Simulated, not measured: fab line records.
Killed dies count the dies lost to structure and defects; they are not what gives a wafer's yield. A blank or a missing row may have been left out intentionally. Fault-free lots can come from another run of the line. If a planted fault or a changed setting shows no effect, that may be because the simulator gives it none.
The tool behind it: which one?	flow berkeleyCmos170	Sampling: 14 lots, 42 wafers, 4 of 331 route steps

## WHAT EACH GAUGE READ, for each wafer
UCB170_PWELL_OVL_MEAS_13.
lot	measured	on	PWELL_OVL (nm)
L515	day 3 11:07	overlay-01	1 3 5
L517	day 3 19:19	overlay-02	3 5 6
L518	day 4 03:58	overlay-02	-1 0 -1
L519	day 4 03:59	overlay-01	9 4 -3
L524	day 5 02:17	overlay-01	-2 4 0
L522	day 5 02:50	overlay-01	5 13 1
L523	day 5 03:06	overlay-01	1 5 9
L528	day 5 23:29	overlay-01	1 -7 2
L530	day 6 03:13	overlay-01	5 2 7
L531	day 6 08:27	overlay-02	1 1 -3
L533	day 7 00:38	overlay-02	1 6 9
L534	day 7 01:38	overlay-02	4 17 9
L537	day 7 15:30	overlay-02	8 11 8
L538	day 7 15:40	overlay-02	9 2 0

UCB170_SCREENOX_THK_MEAS_02.
lot	measured	on	SCREENOX_OXIDE_THK (nm)
L515	day 6 03:45	filmMetro-04	14.66 14.47 14.49
L517	day 6 03:45	filmMetro-01	14.41 14.55 14.48
L518	day 6 03:48	filmMetro-01	14.14 14.18 14.05
L519	day 6 03:42	filmMetro-04	14.31 14.31 14.39
L524	day 7 12:36	filmMetro-04	14.46 14.32 14.47
L522	day 7 12:32	filmMetro-04	14.32 14.40 14.57
L523	day 7 12:37	filmMetro-01	14.62 14.46 14.36
L528	day 8 11:13	filmMetro-04	14.21 14.36 14.33
L530	day 8 11:10	filmMetro-01	14.26 14.03 14.11
L531	day 8 18:08	filmMetro-01	14.58 14.50 14.59
L533	day 9 13:23	filmMetro-03	14.00 14.16 14.01
L534	day 9 13:23	filmMetro-01	14.68 14.79 14.81
L537	day 10 09:35	filmMetro-01	14.42 14.07 14.28
L538	day 10 09:34	filmMetro-03	14.33 14.04 14.24

UCB170_SDANNEAL_RS_MEAS_05: measures by four-point-probe.
lot	measured	on	NLDD_RS (ohm/sq)
L515	day 7 19:14	filmMetro-01	614.5 615.9 616.4
L517	day 7 19:59	filmMetro-03	615.3 615.9 616.7
L518	day 7 19:50	filmMetro-01	615.3 615.7 616.1
L519	day 7 18:33	filmMetro-03	615.0 616.3 616.2
L524	day 9 06:40	filmMetro-03	616.2 618.1 617.9
L522	day 9 06:28	filmMetro-01	614.5 617.0 614.4
L523	day 9 06:11	filmMetro-04	617.9 619.1 617.3
L528	day 10 07:07	filmMetro-04	618.7 618.2 616.5
L530	day 10 07:58	filmMetro-01	615.4 615.4 616.5
L531	day 10 13:33	filmMetro-03	616.7 617.8 615.9
L533	day 11 07:35	filmMetro-04	653.0 654.2 655.0
L534	day 11 07:58	filmMetro-03	614.6 615.7 617.2
L537	day 12 08:39	filmMetro-04	655.9 653.7 656.7
L538	day 12 08:20	filmMetro-01	614.8 615.7 615.0

## EACH LOT AND THE TOOL THAT RAN IT (in order: tool; ch and the chambers of the sampled wafers; start)
lot	UCB170_NLDD_IMPLANT_08
L515	implanter-04 ch 0, day 7 07:46
L517	implanter-04 ch 0, day 7 09:24
L518	implanter-02 ch 0, day 7 09:06
L519	implanter-02 ch 0, day 7 07:26
L524	implanter-02 ch 0, day 8 20:49
L522	implanter-01 ch 0, day 8 19:50
L523	implanter-02 ch 0, day 8 19:29
L528	implanter-02 ch 0, day 9 19:35
L530	implanter-02 ch 0, day 9 18:53
L531	implanter-02 ch 0, day 10 00:02
L533	implanter-02 ch 0, day 10 19:02
L534	implanter-04 ch 0, day 10 18:46
L537	implanter-02 ch 0, day 11 16:18
L538	implanter-04 ch 0, day 11 15:55
- UCB170_NLDD_IMPLANT_08

## WHAT THE TOOLS THEMSELVES READ (means of the sampled wafers that have a number; where no wafer has one, the mark that the record gives instead)
UCB170_NLDD_IMPLANT_08.
lot	tool	doseIonsCm2	faradayCurrentUA
L515	implanter-04	4.999e+13	163
L517	implanter-04	4.998e+13	158
L518	implanter-02	4.998e+13	160
L519	implanter-02	4.995e+13	158
L524	implanter-02	4.996e+13	159
L522	implanter-01	4.998e+13	158
L523	implanter-02	5.000e+13	154
L528	implanter-02	4.993e+13	160
L530	implanter-02	5.005e+13	159
L531	implanter-02	5.006e+13	158
L533	implanter-02	4.146e+13	132
L534	implanter-04	5.002e+13	161
L537	implanter-02	4.145e+13	133
L538	implanter-04	4.999e+13	158

## THE ANSWER, worked out from the rows above alone
Rule: the lots themselves supply what counts as usual. Put in order of their means at a reading, lots are off if they are a third of the lots or fewer, leave a main group of 4 or more, and stand apart from it by a gap of 3 or more times the standard deviation of the main group's means; of several such gaps the widest counts. Not used: any main group whose means are identical at the precision the tables above print for the reading. Also off: a lot with no number at a reading for which 4 or more lots have one. Where the step has rows for the other lots, those lots are counted as sound. The gauges are gone through in route order, then the tools' own readings, and for those a lot's mean is taken as printed above. The first step at which some lot is off is used, and at that step the reading that is off furthest; a lot without a number counts as furthest.
Off: at UCB170_SDANNEAL_RS_MEAS_05 (NLDD_RS), L533, L537. Main group: mean 616.3 ohm/sq, sd 0.95.
A tool fits if, at a process step before that reading, it ran every lot that is off, and no sound lot after the first of them. The gauges at UCB170_SDANNEAL_RS_MEAS_05 aren't tried: what is off there is off at UCB170_NLDD_IMPLANT_08 too, on other tools, and a gauge's error can't cause that. One fits: UCB170_NLDD_IMPLANT_08 on implanter-02. Its last sound lot is L531 (day 10 00:02), its first lot that is off L533 (day 10 19:02): a fault that began between those two fits.
The tool's own readings at UCB170_NLDD_IMPLANT_08 bear it out: on the lots that are off they differ by more than 5 times the standard deviation of the sound lots' means. doseIonsCm2 reads 4.146e+13 there against 4.999e+13 on the sound lots; faradayCurrentUA reads 132 there against 159 on the sound lots.

## WHAT THE SIMULATOR HAD PUT IN
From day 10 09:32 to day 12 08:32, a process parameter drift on implanter-02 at UCB170_NLDD_IMPLANT_08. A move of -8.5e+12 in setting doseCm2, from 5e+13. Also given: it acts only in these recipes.
Lots struck among those shown: L533, L537. The rule above found the same.
